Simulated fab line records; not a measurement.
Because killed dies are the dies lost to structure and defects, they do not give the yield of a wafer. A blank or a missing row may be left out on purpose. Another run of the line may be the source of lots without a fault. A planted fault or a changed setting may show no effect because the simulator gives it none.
A lot that was struck, set against a sound lot ; flow berkeley-cmos170 ; 15 out of 331 route steps
Sound: the wafers L326.1, L326.4, L326.5. Wafers L328.2, L328.4, L328.6 were the ones struck. Last of all comes the cause.
For every step that has rows: the tool of each side, followed by ch and its chambers, followed by its first start. Under that, the readings that differ: sound wafers ; struck wafers ; difference of the means ; sigmas: that difference in standard deviations of wafers without a fault.
alike: a reading whose means differ by less than 2 such deviations, as well as words and numbers matching on both sides. not compared: withheld readings; readings where some wafer has no value; bounds like >300 that might hide an equal value; numbers whose values overlap and for which the record gives no deviation.
A row with sigmas, a row that says differs or no value, or rows on one side alone: a step with any of these is where the two part. When numbers do not overlap yet have no deviation, they are printed without sigmas and do not part them. A reading that every wafer of one side lacks parts them only if that side has two wafers or more.

first, 7 steps without rows for these wafers: UCB170_PSD_CLEAN_11 (cleans in SPM, time 600 s); UCB170_NSD_HMDS_00 (prime time 60 s); UCB170_NSD_COAT_01 (resist thk 900 nm); UCB170_NSD_SOFTBAKE_02 (time 60 s); UCB170_NSD_EXPOSE_03 (exposes mask NSELECT MOD, target cd 1200 nm); UCB170_NSD_PEB_04; UCB170_NSD_DEVELOP_05 (develop time 45 s).
UCB170_NSD_CD_MEAS_06: target cd 1200 nm.
  struck on cd-sem-02, day 8 02:11; sound on cd-sem-02, day 7 18:18
reading;sound;struck;difference;sigmas
cd-nm (nm);1203.9 1203.5 1202.2;1197.9 1196.9 1198.2;-5.5;-3
UCB170_NSD_OVL_MEAS_07:
  struck on overlay-01, day 8 02:17; sound on overlay-02, day 7 18:25
  alike: NSD_OVL
after that, 1 step had no rows for these wafers: UCB170_NSD_IMPLANT_08.
UCB170_NSD_STRIP_09: strips in O2.
  sound on plasma-asher-02 ch 1, day 7 18:37; struck on plasma-asher-03 ch 0,1, day 8 02:28
  alike: drypump-motor-current-A, oes-product-au, strip-time-to-endpoint-s
  not compared: rf-hours-counter-h
UCB170_NSD_TW_MEAS_10:
  struck on film-metro-02, day 8 02:34; sound on film-metro-01, day 7 18:43
  alike: NSD_TW
UCB170_NSD_CLEAN_11: cleans in SPM, time 600 s.
  sound on wet-bench-04 ch 3, day 7 18:56; struck on wet-bench-02 ch 3, day 8 02:50
  no value came back on the struck wafers for bath-guard-temp-C (C), bath-heat-duty-pct (%); on the sound wafers bath-guard-temp-C (C) reads 119.1 119.6 119.4
then, 1 step without rows for these wafers: UCB170_BACKSIDE_HMDS_00 (prime time 60 s).
UCB170_M3_PROBE_99:
  the record has rows for the sound wafers here (prober-02, day 9 00:22) and none for the struck ones

WHERE THEY PART
Last at UCB170_M3_PROBE_99 as far as this record goes, first at UCB170_NSD_CD_MEAS_06.

WHY: what the simulator had put in
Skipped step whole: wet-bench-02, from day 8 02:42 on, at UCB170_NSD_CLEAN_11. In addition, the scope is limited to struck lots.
